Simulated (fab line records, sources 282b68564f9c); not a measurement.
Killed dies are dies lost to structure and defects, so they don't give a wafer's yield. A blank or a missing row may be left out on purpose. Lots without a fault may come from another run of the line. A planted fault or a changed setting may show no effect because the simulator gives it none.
fab line records | flow rit_cmos
record lots=14 wafers=42 last_day=7
route steps=202 shown SILICIDE@162 M1@202
lots that met no fault: from a run of the same line without faults
start_h: hours from the record's first day to the start of the lot's first wafer shown | wait_h: hours since the lot's step before | " the same as in the row above | L1.1+2: a row that stands for several wafers | - no value, or no start given | * or withheld: withheld | < > ~ a bound
route shown NAME@n: a module of which the file shows steps, and the number in the route of the first | usual: mean/standard deviation of fault-free wafers | same: alike in all rows | chamber/n: place in a boat | sites: the reading at each site | _std_site: their standard deviation | _edge_site: outer sites' mean less inner sites' | radius_mm: how far each site lies from the wafer's centre | mask NAME#n: copy n | behind: the tool/chamber that last shaped the wafer | hold: why the lot was held/for how many hours/how that ended | device: the transistor (n, p or np) that didn't switch | end of line: the same wafers' tests at the end of the route | a step without rows: its recipe alone | killed: dies lost to structure and defects at the first sort, not the wafer's yield | map: a wafer's dies, x killed, . not, _ none there
set.NAME: the setting as run; set.NAME@STEP: as run at that earlier step | model.NAME: the simulator's own value behind a step, which no gauge read
steps of the route over a sample of lots; a table a step, a row a wafer
services: from which hour (start_h, from the record's first day; less than 0 if before it) a tool's chamber was out of use, for how many hours, and why
## steps
# step RIT_SILICIDE_SPUTTER_01
# recipe material=Ti target_thk_nm=30 power_w=350 chamber_pressure_pa=0.667 gas=Ar time_s=240 substrate_temp_c=25
# usual throttle_valve_pct=30.0/0.96
# columns lot.wafer tool chamber start_h wait_h throttle_valve_pct
L633.2 pvd_sputter-03 - 51.34 0.0 30.8
L633.3 " - " " 30.2
L633.6 " - " " 30.9
L634.3 pvd_sputter-02 - 56.34 0.0 30.6
L634.5 " - " " 28.5
L634.6 " - " " 30.5
L635.2 pvd_sputter-01 - 62.97 0.0 29.6
L635.3 " - " " 29.9
L635.5 " - " " 29.7
L636.2 pvd_sputter-02 - 66.65 0.0 28.4
L636.3 " - " " 31.6
L636.5 " - " " 31.9
L637.1 pvd_sputter-01 - 71.54 0.0 29.3
L637.2 " - " " 30.1
L637.5 " - " " 29.4
L638.1 pvd_sputter-02 - 75.47 0.0 30.6
L638.5 " - " " 28.9
L638.6 " - " " 28.5
L639.2 pvd_sputter-01 - 80.02 0.0 29.9
L639.5 " - " " 29.7
L639.6 " - " " 29.5
L640.4 pvd_sputter-02 - 86.11 0.0 29.3
L640.5 " - " " 29.2
L640.6 " - " " 31.8
L641.2 pvd_sputter-01 - 90.77 0.0 29.7
L641.5 " - " " 29.8
L641.6 " - " " 29.4
L647.1 pvd_sputter-02 - 120.11 0.0 28.8
L647.5 " - " " 30.7
L647.6 " - " " 28.4
L649.3 pvd_sputter-02 - 129.58 0.0 28.8
L649.5 " - " " 28.3
L649.6 " - " " 28.9
L652.1 pvd_sputter-03 - 144.30 0.0 30.9
L652.3 " - " " 30.4
L652.5 " - " " 29.9
L654.1 pvd_sputter-03 - 155.49 0.0 30.1
L654.4 " - " " 30.1
L654.5 " - " " 30.6
L656.1 pvd_sputter-03 - 167.40 0.0 30.3
L656.3 " - " " 30.8
L656.5 " - " " 30.8
# step RIT_SILICIDE_RS_MEAS_02
# recipe thk_meas_gauge=four-point-probe reads=Ti_of_SILICIDE_SPUTTER_01
# usual SILICIDE_TI_RS=47.8/0.95
# columns lot.wafer tool chamber start_h wait_h SILICIDE_TI_RS[ohm/sq]
L633.2 film_metro-01 - 51.51 0.1 49.5
L633.3 " - " " 48.7
L633.6 " - " " 49.0
L634.3 film_metro-03 - 56.53 0.1 48.9
L634.5 " - " " 47.2
L634.6 " - " " 49.3
L635.2 film_metro-03 - 63.14 0.1 48.2
L635.3 " - " " 47.0
L635.5 " - " " 47.7
L636.2 film_metro-03 - 66.82 0.1 46.6
L636.3 " - " " 47.6
L636.5 " - " " 47.1
L637.1 film_metro-01 - 71.69 0.1 48.9
L637.2 " - " " 48.3
L637.5 " - " " 48.8
L638.1 film_metro-01 - 75.62 0.1 49.4
L638.5 " - " " 48.2
L638.6 " - " " 47.4
L639.2 film_metro-01 - 80.19 0.1 48.7
L639.5 " - " " 48.5
L639.6 " - " " 48.9
L640.4 film_metro-02 - 86.32 0.1 46.6
L640.5 " - " " 46.9
L640.6 " - " " 46.2
L641.2 film_metro-02 - 90.94 0.1 49.0
L641.5 " - " " 49.4
L641.6 " - " " 48.5
L647.1 film_metro-02 - 120.26 0.1 47.7
L647.5 " - " " 49.1
L647.6 " - " " 29.9
L649.3 film_metro-03 - 129.77 0.1 47.4
L649.5 " - " " 29.4
L649.6 " - " " 47.0
L652.1 film_metro-03 - 144.45 0.1 47.8
L652.3 " - " " 47.8
L652.5 " - " " 48.2
L654.1 film_metro-01 - 155.64 0.1 49.3
L654.4 " - " " 48.3
L654.5 " - " " 48.9
L656.1 film_metro-03 - 167.55 0.1 47.7
L656.3 " - " " 48.2
L656.5 " - " " 48.0
# step RIT_SILICIDE_THK_MEAS_03
# recipe thk_meas_gauge=xrf reads=Ti_of_SILICIDE_SPUTTER_01
# usual SILICIDE_TI_THK=30.0/0.49
# columns lot.wafer tool chamber start_h wait_h SILICIDE_TI_THK[nm]
L633.2 film_metro-01 - 51.62 0.1 29.4
L633.3 " - " " 29.9
L633.6 " - " " 29.7
L634.3 film_metro-03 - 56.63 0.1 29.5
L634.5 " - " " 30.3
L634.6 " - " " 29.2
L635.2 film_metro-03 - 63.25 0.1 29.8
L635.3 " - " " 30.3
L635.5 " - " " 30.1
L636.2 film_metro-03 - 66.93 0.1 30.5
L636.3 " - " " 30.0
L636.5 " - " " 30.3
L637.1 film_metro-01 - 71.81 0.1 29.6
L637.2 " - " " 30.0
L637.5 " - " " 29.9
L638.1 film_metro-01 - 75.74 0.1 29.3
L638.5 " - " " 29.9
L638.6 " - " " 30.4
L639.2 film_metro-01 - 80.30 0.1 29.9
L639.5 " - " " 29.8
L639.6 " - " " 29.5
L640.4 film_metro-02 - 86.41 0.1 30.7
L640.5 " - " " 30.6
L640.6 " - " " 31.1
L641.2 film_metro-02 - 91.05 0.1 29.5
L641.5 " - " " 29.3
L641.6 " - " " 29.7
L647.1 film_metro-02 - 120.38 0.1 29.9
L647.5 " - " " 29.5
L647.6 " - " " 43.6
L649.3 film_metro-03 - 129.87 0.1 30.2
L649.5 " - " " 44.2
L649.6 " - " " 30.2
L652.1 film_metro-03 - 144.57 0.1 29.8
L652.3 " - " " 30.1
L652.5 " - " " 29.8
L654.1 film_metro-01 - 155.76 0.1 29.3
L654.4 " - " " 29.7
L654.5 " - " " 29.4
L656.1 film_metro-03 - 167.67 0.1 29.9
L656.3 " - " " 29.8
L656.5 " - " " 29.9
# step RIT_M1_PROBE_99
# usual killed_at_contacts=0.1/0.23 killed_at_front_end=7/3.1 killed_dies=7/3.1 killed_on_rim=1.9/1.3 killed_open=3.4/2.1 killed_short=3.5/2
# same gross_dies=264 killed_at_M0_to_M3=0 killed_at_M4_up=0 killed_at_back_side=0 killed_at_other=0
# columns lot.wafer tool chamber start_h wait_h killed_at_contacts killed_at_front_end killed_dies killed_on_rim killed_open killed_short
L635.2 prober-02 - 70.10 0.1 0 13 13 5 4 9
L635.3 prober-02 - 70.15 0.2 0 9 9 1 5 4
L635.5 prober-02 - 70.25 0.2 0 7 7 2 4 3
L636.2 prober-01 - 75.15 0.1 0 3 3 2 3 0
L636.3 prober-01 - 75.20 0.2 0 9 9 4 7 2
L636.5 prober-01 - 75.30 0.2 0 5 5 0 3 2
L652.1 prober-02 - 151.41 0.1 0 9 9 3 3 6
L652.3 prober-02 - 151.51 0.2 0 5 5 3 2 3
L652.5 prober-02 - 151.61 0.2 0 6 6 0 2 4
L654.1 prober-02 - 162.36 0.1 0 2 2 0 0 2
L654.4 prober-02 - 162.51 0.2 0 4 4 1 3 1
L654.5 prober-02 - 162.56 0.2 0 5 5 1 3 2
# killed by level:class
L635.2 GATE:geometric_particle:short=5 FOX1:geometric_particle:short=4 FOX1:geometric_particle:open=1 GATE:geometric_particle:open=1 SPACER:geometric_particle:open=1 SILICIDE:geometric_particle:open=1
L635.3 SILICIDE:geometric_particle:open=2 FOX1:geometric_particle:open=1 FOX2:geometric_particle:short=1 GATE:geometric_particle:short=1 GATE:geometric_particle:open=1 SPACER:geometric_particle:open=1 SPACER:geometric_particle:short=1 SILICIDE:geometric_particle:short=1
L635.5 FOX1:geometric_particle:open=2 FOX1:geometric_particle:short=1 FOX2:geometric_particle:short=1 GATE:geometric_particle:open=1 GATE:geometric_particle:short=1 SILICIDE:geometric_particle:open=1
L636.2 GATE:geometric_particle:open=2 REOX:geometric_particle:open=1
L636.3 FOX1:geometric_particle:open=2 GATE:geometric_particle:open=2 REOX:geometric_particle:open=2 FOX1:geometric_particle:short=1 SPACER:geometric_particle:open=1 SPACER:geometric_particle:short=1
L636.5 SILICIDE:geometric_particle:open=2 GATE:geometric_particle:short=1 REOX:geometric_particle:open=1 STARTING-WAFER:geometric_particle:short=1
L652.1 FOX2:geometric_particle:open=2 SILICIDE:geometric_particle:short=2 FOX1:geometric_particle:short=1 FOX2:geometric_particle:short=1 GATE:geometric_particle:short=1 REOX:geometric_particle:short=1 SPACER:geometric_particle:open=1
L652.3 FOX1:geometric_particle:open=1 FOX2:geometric_particle:open=1 GATE:geometric_particle:short=1 SPACER:geometric_particle:short=1 SILICIDE:geometric_particle:short=1
L652.5 FOX1:geometric_particle:open=1 FOX2:geometric_particle:short=1 FOX2:geometric_particle:open=1 GATE:geometric_particle:short=1 REOX:geometric_particle:short=1 SPACER:geometric_particle:short=1
L654.1 SPACER:geometric_particle:short=2
L654.4 GATE:geometric_particle:open=3 REOX:geometric_particle:short=1
L654.5 GATE:geometric_particle:short=2 GATE:geometric_particle:open=2 REOX:geometric_particle:open=1
## services
# columns tool chamber start_h hours kind
pvd_sputter-02 - 47.12 5.9 repair
pvd_sputter-02 - 72.27 1.3 repair
pvd_sputter-02 - 112.42 6.0 repair
## key
first_sign step=RIT_SILICIDE_RS_MEAS_02 reading=SILICIDE_TI_RS direction=down sigmas=19 usual=47.8 struck=29.7
effect step=RIT_SILICIDE_THK_MEAS_03 reading=SILICIDE_TI_THK direction=up sigmas=28 usual=30.0 struck=43.9
met_at RIT_SILICIDE_SPUTTER_01
struck_lots L647,L649
struck_wafers L647.6,L649.5
tester_left_out L647,L649
loop_trim step=RIT_M1_EXPOSE_06 setting=dose lots=L647,L649
onset_between 75.47 120.11
fault kind=process_parameter_drift tool=pvd_sputter-02 chamber=- onset_h=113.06 steps=RIT_SILICIDE_SPUTTER_01 channel=target_thk_nm offset=13.5 shape=step end_h=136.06 stated=30 scope=struck_wafers_only
# tester_left_out: of these lots the tester's yield and bins aren't shown, on N5 and GAA mostly nor the transistor test; their killed dies are dies lost to structure and defects alone, not to doping, threshold or leakage, so they don't give the yield
# loop_trim: a control loop set the setting to another value than it would have without faults
